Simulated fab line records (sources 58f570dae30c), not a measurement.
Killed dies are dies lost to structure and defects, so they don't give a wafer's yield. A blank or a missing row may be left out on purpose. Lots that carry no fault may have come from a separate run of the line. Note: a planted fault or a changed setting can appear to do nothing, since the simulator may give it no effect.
Which tool did it? | flow berkeley-cmos170 | 42 wafers from 14 lots sampled at 4 of the route's 331 steps

WHAT THE GAUGES SHOWED, per wafer
UCB170_V1_THK_MEAS_01.
lot  | measured     | on            | V1_TEOS_THK (nm)
L447 | day 7 14:41  | film-metro-04 | 1977 1987 2029
L449 | day 8 02:40  | film-metro-03 | 1987 1998 2017
L450 | day 8 02:41  | film-metro-01 | 2020 2012 2008
L452 | day 8 11:42  | film-metro-03 | 1981 1993 2001
L453 | day 8 20:33  | film-metro-01 | 1971 1974 1971
L454 | day 8 20:33  | film-metro-03 | 1984 2002 2026
L456 | day 8 20:35  | film-metro-04 | 2033 2035 2032
L457 | day 9 14:36  | film-metro-01 | 1995 2003 2006
L458 | day 9 14:37  | film-metro-04 | 2049 2032 2046
L460 | day 10 00:53 | film-metro-01 | 1948 1981 1975
L466 | day 11 03:46 | film-metro-03 | 2014 1997 2035
L468 | day 11 20:13 | film-metro-04 | 1986 1971 2016
L469 | day 12 04:17 | film-metro-01 | 1964 2001 2005
L470 | day 12 11:38 | film-metro-04 | 1983 1980 2033

UCB170_V2_OVL_MEAS_13.
lot  | measured     | on         | V2_OVL (nm)
L447 | day 7 23:16  | overlay-02 | 7 7 9
L449 | day 8 11:16  | overlay-01 | 2 -3 -2
L450 | day 8 10:20  | overlay-01 | 9 4 2
L452 | day 8 20:31  | overlay-01 | -4 1 -5
L453 | day 9 03:43  | overlay-01 | 8 0 6
L454 | day 9 04:00  | overlay-02 | -3 -3 0
L456 | day 9 04:17  | overlay-02 | -15 -7 -11
L457 | day 9 22:00  | overlay-02 | 0 1 1
L458 | day 9 22:17  | overlay-01 | 1 0 -2
L460 | day 10 09:53 | overlay-02 | 6 7 3
L466 | day 11 12:46 | overlay-01 | -4 -5 -4
L468 | day 12 03:44 | overlay-02 | -7 9 -5
L469 | day 12 11:23 | overlay-01 | 7 3 2
L470 | day 12 20:34 | overlay-02 | 2 8 9

WHICH TOOL RAN EACH LOT (tool, then ch and the chambers of the sampled wafers, then the start)
lot  | UCB170_M2_METAL_ETCH_18           | UCB170_M2_STRIP_19
L447 | rie-metal-03 ch 1, day 7 19:38    | plasma-asher-04 ch 0,1, day 7 19:50
L449 | rie-metal-02 ch 0,1, day 8 07:58  | plasma-asher-02 ch 0,1, day 8 08:09
L450 | rie-metal-01 ch 0,1, day 8 07:47  | plasma-asher-04 ch 0,1, day 8 07:56
L452 | rie-metal-03 ch 0,1, day 8 17:53  | plasma-asher-02 ch 0,1, day 8 18:04
L453 | rie-metal-02 ch 0,1, day 9 01:20  | plasma-asher-02 ch 0,1, day 9 01:32
L454 | rie-metal-01 ch 0,1, day 9 01:38  | plasma-asher-04 ch 0,1, day 9 01:49
L456 | rie-metal-03 ch 0,1, day 9 01:58  | plasma-asher-02 ch 0,1, day 9 02:08
L457 | rie-metal-01 ch 0,1, day 9 19:33  | plasma-asher-04 ch 0,1, day 9 19:44
L458 | rie-metal-02 ch 0,1, day 9 19:50  | plasma-asher-01 ch 0,1, day 9 19:59
L460 | rie-metal-02 ch 0,1, day 10 07:31 | plasma-asher-04 ch 0,1, day 10 07:43
L466 | rie-metal-01 ch 0,1, day 11 09:30 | plasma-asher-02 ch 0,1, day 11 09:41
L468 | rie-metal-01 ch 0,1, day 12 00:58 | plasma-asher-01 ch 0,1, day 12 01:10
L469 | rie-metal-01 ch 0,1, day 12 09:01 | plasma-asher-02 ch 0,1, day 12 09:12
L470 | rie-metal-03 ch 1, day 12 17:30   | plasma-asher-01 ch 0,1, day 12 17:52
- UCB170_M2_METAL_ETCH_18: etches Al in Cl2/BCl3, stops on SiO2, target depth 1170 nm, time 195 s.
- UCB170_M2_STRIP_19: strips in O2.

AS READ BY THE TOOLS THEMSELVES (means over the sampled wafers that have a number; for cases with no such wafer, the mark the record gives instead)
UCB170_M2_METAL_ETCH_18.
lot  | tool         | drypump-motor-current-A (A) | oes-product-au (a.u.) | rf-fwd-power-W (W) | run-length-s (s) | throttle-valve-pct (%)
L447 | rie-metal-03 | 5.6                         | 0.861                 | 599.1              | 223.3            | 24.5
L449 | rie-metal-02 | 5.9                         | 0.855                 | 598.1              | 223.3            | 24.1
L450 | rie-metal-01 | 5.5                         | 0.854                 | 597.9              | 223.0            | 24.7
L452 | rie-metal-03 | 5.3                         | 0.851                 | 598.6              | 223.0            | 24.2
L453 | rie-metal-02 | 5.4                         | 0.846                 | 598.1              | 223.6            | 24.1
L454 | rie-metal-01 | 5.6                         | 0.867                 | 598.9              | 223.0            | 24.8
L456 | rie-metal-03 | 5.3                         | 0.851                 | 600.0              | 222.9            | 24.2
L457 | rie-metal-01 | 5.5                         | 0.854                 | 598.1              | 222.6            | 24.7
L458 | rie-metal-02 | 5.4                         | 0.787                 | 599.6              | 251.5            | 24.1
L460 | rie-metal-02 | 5.4                         | 0.786                 | 597.5              | 251.8            | 24.1
L466 | rie-metal-01 | 5.7                         | 0.870                 | 596.1              | 223.1            | 24.8
L468 | rie-metal-01 | 5.7                         | 0.869                 | 598.2              | 223.0            | 24.8
L469 | rie-metal-01 | 5.7                         | 0.874                 | 598.0              | 222.7            | 24.8
L470 | rie-metal-03 | 5.6                         | 0.854                 | 597.4              | 223.3            | 24.5

UCB170_M2_STRIP_19.
lot  | tool            | drypump-motor-current-A (A) | oes-product-au (a.u.)
L447 | plasma-asher-04 | 5.42                        | 0.538
L449 | plasma-asher-02 | 5.56                        | 0.537
L450 | plasma-asher-04 | 5.42                        | 0.551
L452 | plasma-asher-02 | 5.57                        | 0.540
L453 | plasma-asher-02 | 5.56                        | 0.539
L454 | plasma-asher-04 | 5.43                        | 0.548
L456 | plasma-asher-02 | 5.57                        | 0.534
L457 | plasma-asher-04 | 5.42                        | 0.549
L458 | plasma-asher-01 | 5.43                        | 0.449
L460 | plasma-asher-04 | 5.49                        | 0.440
L466 | plasma-asher-02 | 5.51                        | 0.538
L468 | plasma-asher-01 | 5.49                        | 0.540
L469 | plasma-asher-02 | 5.51                        | 0.546
L470 | plasma-asher-01 | 5.51                        | 0.557

THE ANSWER, worked out from the rows above alone
Rule: usual is defined by the lots themselves. The widest of any qualifying gaps counts: lots, ordered by their means at a reading, are off when they make up no more than a third of the lots, leave a main group of 4 or more, and stand apart from it by 3 or more times the standard deviation of that group's means. Not used: any main group whose means are identical at the precision the tables above print for the reading. A lot without any number at a reading at which 4 lots or more have one is off too. All remaining lots with rows at the step are treated as sound. After the gauges, taken in route order, come the tools' own readings; for these a lot's mean is taken, as printed above. The first step at which some lot is off is used, and at that step the reading that is off furthest; a lot without a number counts as furthest.
Off: L458, L460, at UCB170_M2_METAL_ETCH_18 (run-length-s). Main group: mean 223.1 s, sd 0.27.
If a tool, at that step or one of the process steps before it, ran each lot that is off and ran no sound lot following the first of them, it fits. One fits: rie-metal-02 at UCB170_M2_METAL_ETCH_18. A fault onset in the window from L453 (day 9 01:20, its last sound lot) to L458 (day 9 19:50, its first lot off) fits.
The tool's own readings at UCB170_M2_METAL_ETCH_18 bear it out: on the lots that are off they differ by more than 5 times the standard deviation of the sound lots' means. oes-product-au reads 0.786 a.u. there against 0.859 a.u. on the sound lots; run-length-s reads 251.7 s there against 223.1 s on the sound lots.

WHAT HAD BEEN PUT IN BY THE SIMULATOR
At UCB170_M2_METAL_ETCH_18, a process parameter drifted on rie-metal-02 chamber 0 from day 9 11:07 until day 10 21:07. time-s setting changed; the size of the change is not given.
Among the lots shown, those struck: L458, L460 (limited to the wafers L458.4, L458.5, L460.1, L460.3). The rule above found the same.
